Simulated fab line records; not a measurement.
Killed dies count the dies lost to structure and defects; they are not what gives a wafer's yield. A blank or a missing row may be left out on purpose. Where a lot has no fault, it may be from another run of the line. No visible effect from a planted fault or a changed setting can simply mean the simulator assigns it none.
Which tool is to blame? / flow rit cmos / Sampling: 13 lots, 39 wafers, 2 of 202 route steps

## WHAT THE GAUGES READ, wafer by wafer
RIT_GATE_THK_MEAS_09.
lot=L582; measured=day 2 14:56; on=film metro-01; GATE_POLY_THK (nm)=247.4 246.1 246.7
lot=L583; measured=day 2 22:16; on=film metro-02; GATE_POLY_THK (nm)=249.0 247.7 246.6
lot=L584; measured=day 3 01:23; on=film metro-03; GATE_POLY_THK (nm)=248.4 247.7 248.8
lot=L585; measured=day 3 04:04; on=film metro-01; GATE_POLY_THK (nm)=249.3 248.5 247.3
lot=L586; measured=day 3 11:22; on=film metro-02; GATE_POLY_THK (nm)=248.8 250.1 251.0
lot=L587; measured=day 3 16:45; on=film metro-01; GATE_POLY_THK (nm)=247.6 247.1 247.5
lot=L588; measured=day 3 19:46; on=film metro-02; GATE_POLY_THK (nm)=250.3 248.2 248.7
lot=L590; measured=day 4 07:38; on=film metro-01; GATE_POLY_THK (nm)=247.1 248.0 248.5
lot=L592; measured=day 4 17:05; on=film metro-02; GATE_POLY_THK (nm)=374.9 371.9 372.9
lot=L602; measured=day 6 21:00; on=film metro-02; GATE_POLY_THK (nm)=248.3 250.5 249.5
lot=L603; measured=day 6 22:38; on=film metro-01; GATE_POLY_THK (nm)=249.9 252.4 250.9
lot=L604; measured=day 7 05:07; on=film metro-02; GATE_POLY_THK (nm)=247.8 248.1 250.7
lot=L605; measured=day 7 08:23; on=film metro-02; GATE_POLY_THK (nm)=251.9 252.3 250.8

## TOOL THAT RAN EACH LOT (tool first, then ch and the chambers of the sampled wafers, then the start)
lot=L582; RIT_GATE_CVD_08=lpcvd-01 ch 1, day 2 13:19
lot=L583; RIT_GATE_CVD_08=lpcvd-01 ch 1, day 2 20:38
lot=L584; RIT_GATE_CVD_08=lpcvd-01 ch 0, day 2 23:45
lot=L585; RIT_GATE_CVD_08=lpcvd-01 ch 1, day 3 02:27
lot=L586; RIT_GATE_CVD_08=lpcvd-01 ch 0, day 3 09:44
lot=L587; RIT_GATE_CVD_08=lpcvd-01 ch 1, day 3 15:08
lot=L588; RIT_GATE_CVD_08=lpcvd-02 ch 0, day 3 18:07
lot=L590; RIT_GATE_CVD_08=lpcvd-02 ch 1, day 4 06:01
lot=L592; RIT_GATE_CVD_08=lpcvd-01 ch 0, day 4 15:28
lot=L602; RIT_GATE_CVD_08=lpcvd-02 ch 1, day 6 19:23
lot=L603; RIT_GATE_CVD_08=lpcvd-02 ch 0, day 6 21:00
lot=L604; RIT_GATE_CVD_08=lpcvd-02 ch 1, day 7 03:28
lot=L605; RIT_GATE_CVD_08=lpcvd-01 ch 1, day 7 06:46
- RIT_GATE_CVD_08: deposits poly-Si from SiH4, target thk 250 nm, time 2220 s.

## AS READ BY THE TOOLS THEMSELVES (means over the sampled wafers that have a number; for cases with no such wafer, the mark the record gives instead)
The record holds no such reading with a usual standard deviation.

## THE ANSWER, worked out from the rows above alone
Rule: the usual values come from the lots themselves. Put in order of their means at a reading, lots are off if they are a third of the lots or fewer, leave a main group of 4 or more, and stand apart from it by a gap of 3 or more times the standard deviation of the main group's means; of several such gaps the widest counts. A main group is skipped when, at the precision printed for the reading in the tables above, its means are all equal. Also off: a lot with no number at a reading for which 4 or more lots have one. Any other lot the step has rows for is counted as sound. After the gauges, taken in route order, come the tools' own readings; for these a lot's mean is taken, as printed above. The first step at which some lot is off is used, and at that step the reading that is off furthest; a lot without a number counts as furthest.
Off: at RIT_GATE_THK_MEAS_09 (GATE_POLY_THK), L592. The main group: mean 248.9 nm, standard deviation 1.4.
If a tool, at a process step before that reading, ran all the lots that are off and no sound lot after the first of them, it fits. Those tools and the gauges at RIT_GATE_THK_MEAS_09 are tried in the same way. None of those tried fits.

## WHAT THE SIMULATOR HAD INSERTED
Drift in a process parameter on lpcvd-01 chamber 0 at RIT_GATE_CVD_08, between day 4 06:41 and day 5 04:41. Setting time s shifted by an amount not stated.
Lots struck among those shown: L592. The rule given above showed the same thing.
